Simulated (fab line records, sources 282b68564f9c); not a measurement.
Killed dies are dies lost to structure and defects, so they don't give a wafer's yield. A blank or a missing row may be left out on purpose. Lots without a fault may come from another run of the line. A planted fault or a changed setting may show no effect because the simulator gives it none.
fab line records | flow rit_cmos
record lots=14 wafers=42 last_day=7
route steps=202 shown NRETRO@56
lots that met no fault: from a run of the same line without faults
start_h: hours from the record's first day to the start of the lot's first wafer shown | wait_h: hours since the lot's step before | " the same as in the row above | L1.1+2: a row that stands for several wafers | - no value, or no start given | * or withheld: withheld | < > ~ a bound
route shown NAME@n: a module of which the file shows steps, and the number in the route of the first | usual: mean/standard deviation of fault-free wafers | same: alike in all rows | chamber/n: place in a boat | sites: the reading at each site | _std_site: their standard deviation | _edge_site: outer sites' mean less inner sites' | radius_mm: how far each site lies from the wafer's centre | mask NAME#n: copy n | behind: the tool/chamber that last shaped the wafer | hold: why the lot was held/for how many hours/how that ended | device: the transistor (n, p or np) that didn't switch | end of line: the same wafers' tests at the end of the route | a step without rows: its recipe alone | killed: dies lost to structure and defects at the first sort, not the wafer's yield | map: a wafer's dies, x killed, . not, _ none there
set.NAME: the setting as run; set.NAME@STEP: as run at that earlier step | model.NAME: the simulator's own value behind a step, which no gauge read
steps of the route over a sample of lots; a table a step, a row a wafer
services: from which hour (start_h, from the record's first day; less than 0 if before it) a tool's chamber was out of use, for how many hours, and why
## steps
# step RIT_NRETRO_EXPOSE_03
# recipe mask_id=M4 na=0.57 target_cd_nm=43900 dose_mj=250
# usual exposure_dose_mJ_cm2=250.00/0.23 focus_offset_nm=-0.1/0.54 na=0.57/0
# columns lot.wafer tool chamber start_h wait_h mask exposure_dose_mJ_cm2 focus_offset_nm na
L501.2 iline_stepper-01 0 35.57 0.2 M4#0 249.70 0.2 0.57
L501.4 " 0 " " M4#0 250.25 0.4 0.57
L501.6 " 0 " " M4#0 250.31 0.4 0.57
L505.4 iline_stepper-01 0 55.08 0.1 M4#0 249.88 -0.4 0.57
L505.5 " 0 " " M4#0 249.51 0.7 0.57
L505.6 " 0 " " M4#0 249.88 -0.7 0.57
L506.1 iline_stepper-02 0 59.75 0.2 M4#0 249.94 0.3 0.57
L506.4 " 0 " " M4#0 250.00 0.9 0.57
L506.5 " 0 " " M4#0 249.67 0.1 0.57
L507.1 iline_stepper-02 0 63.84 0.1 M4#0 249.92 -0.2 0.57
L507.4 " 0 " " M4#0 249.85 -0.8 0.57
L507.6 " 0 " " M4#0 250.01 -0.3 0.57
L508.1 iline_stepper-01 0 70.24 0.2 M4#0 249.99 -0.3 0.57
L508.4 " 0 " " M4#0 250.16 0.3 0.57
L508.5 " 0 " " M4#0 250.11 0.9 0.57
L509.2 iline_stepper-01 0 73.78 0.1 M4#0 250.02 0.8 0.57
L509.5 " 0 " " M4#0 250.12 0.1 0.57
L509.6 " 0 " " M4#0 249.88 0.8 0.57
L510.1 iline_stepper-02 0 79.43 0.2 M4#0 249.53 0.6 0.57
L510.2 " 0 " " M4#0 250.10 0.5 0.57
L510.6 " 0 " " M4#0 249.61 0.5 0.57
L511.1 iline_stepper-01 - 84.11 0.2 M4#0 - - -
L511.5 " - " " M4#0 - - -
L511.6 " - " " M4#0 - - -
L512.2 iline_stepper-02 - 88.95 0.2 M4#0 - - -
L512.3 " - " " M4#0 - - -
L512.6 " - " " M4#0 - - -
L519.2 iline_stepper-01 0 123.42 0.2 M4#0 249.88 0.1 0.57
L519.3 " 0 " " M4#0 249.87 -0.8 0.57
L519.4 " 0 " " M4#0 249.76 -0.7 0.57
L520.1 iline_stepper-02 0 129.03 0.2 M4#0 250.07 -1.4 0.57
L520.2 " 0 " " M4#0 249.73 -1.0 0.57
L520.5 " 0 " " M4#0 250.16 -0.6 0.57
L521.1 iline_stepper-02 0 133.90 0.1 M4#0 250.18 -0.1 0.57
L521.4 " 0 " " M4#0 250.13 -0.4 0.57
L521.6 " 0 " " M4#0 250.17 -0.3 0.57
L522.2 iline_stepper-01 0 139.45 0.2 M4#0 250.04 -0.5 0.57
L522.3 " 0 " " M4#0 250.29 -0.6 0.57
L522.6 " 0 " " M4#0 249.96 -0.4 0.57
L523.1 iline_stepper-01 0 143.68 0.1 M4#0 249.80 -0.3 0.57
L523.2 " 0 " " M4#0 250.13 -0.5 0.57
L523.5 " 0 " " M4#0 249.80 0.6 0.57
## services
# columns tool chamber start_h hours kind
iline_stepper-02 - 39.99 1.7 pm
iline_stepper-01 - 57.26 2.1 pm
iline_stepper-01 - 59.34 - consumable_replace:lamp
## key
first_sign step=RIT_NRETRO_EXPOSE_03 reading=tool_record direction=missing
effect none on later readings
met_at RIT_NRETRO_EXPOSE_03
struck_lots L511,L512
sort_left_out L511.1,L511.5,L511.6,L512.2,L512.3,L512.6
tester_left_out L511,L512
onset_between 79.43 84.11
fault kind=skipped_step_whole tool=iline_stepper-01,iline_stepper-02 chamber=- onset_h=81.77 steps=RIT_NRETRO_EXPOSE_03 scope=struck_lots_only
# tester_left_out: of these lots the tester's yield and bins aren't shown, on N5 and GAA mostly nor the transistor test; their killed dies are dies lost to structure and defects alone, not to doping, threshold or leakage, so they don't give the yield
# sort_left_out: the simulated sort isn't trusted on such a fault, so these wafers' sort isn't shown, and their yield isn't known
